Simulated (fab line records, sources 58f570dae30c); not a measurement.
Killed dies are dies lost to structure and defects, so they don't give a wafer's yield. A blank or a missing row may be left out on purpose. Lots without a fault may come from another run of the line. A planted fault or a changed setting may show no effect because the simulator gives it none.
One fault seen from 2 desks | flow berkeley_cmos170 | each desk has only its own numbers; what lay behind them comes last

THE METROLOGY DESK
What the gauges read, lot by lot, whatever tool the lot ran on: means of the sampled wafers that have a number. A lot is out of limits, marked OUT, if its mean lies more than 4 standard deviations from the usual mean; the brackets give that distance.
Columns: A = cd_nm at UCB170_M2_CD_MEAS_90, usual 698 nm; B = cd_nm at UCB170_M3_CD_MEAS_90, usual 699.4 nm
lot  | first seen here | A   | B
L664 | day 8 14:05     | 695 | 698.0
L662 | day 8 16:17     | 699 | 695.8
L665 | day 9 04:59     | 700 | 701.4
L667 | day 9 07:19     | 700 | 699.7
L666 | day 9 08:38     | 697 | 698.3
L668 | day 9 14:26     | 699 | 703.2
L669 | day 10 04:29    | 694 | 696.5
L670 | day 10 06:16    | 697 | 702.0
L673 | day 11 04:53    | 698 | 699.2
L678 | day 12 08:07    | 697 | 702.2
L680 | day 12 13:06    | 697 | 699.1
L679 | day 12 15:03    | 696 | 694.8
L683 | day 13 09:26    | 691 | 697.2
L684 | day 13 09:40    | 695 | 701.7
This desk's finding: nothing out of limits on any of the 14 lots.

THE TOOL OWNER'S DESK: rie_diel-01
The tool's own readings at UCB170_GATE_ETCH_14 (etches BARC in N2/H2): means of the sampled wafers that have a number, for each lot that ran on this tool. A lot is out of limits, marked OUT, if its mean lies more than 4 standard deviations from the usual mean; the brackets give that distance.
Columns: A = drypump_motor_current_A at UCB170_GATE_ETCH_14, usual 5.6 A; B = oes_product_au at UCB170_GATE_ETCH_14, usual 0.996 a.u.; C = throttle_valve_pct at UCB170_GATE_ETCH_14, usual 13.22 %
lot  | first seen here | A   | B     | C
L662 | day 7 07:22     | 5.4 | 0.993 | 13.19
L667 | day 7 22:26     | 5.2 | 0.984 | 13.29
L670 | day 8 16:41     | 5.4 | 0.983 | 13.23
L673 | day 9 20:35     | 5.2 | 0.991 | 13.21
This desk's finding: nothing out of limits on any of the 4 lots.

PUT TOGETHER
The metrology desk saw nothing out of limits.
The tool owner's desk saw nothing out of limits.

WHAT THE SIMULATOR HAD PUT IN
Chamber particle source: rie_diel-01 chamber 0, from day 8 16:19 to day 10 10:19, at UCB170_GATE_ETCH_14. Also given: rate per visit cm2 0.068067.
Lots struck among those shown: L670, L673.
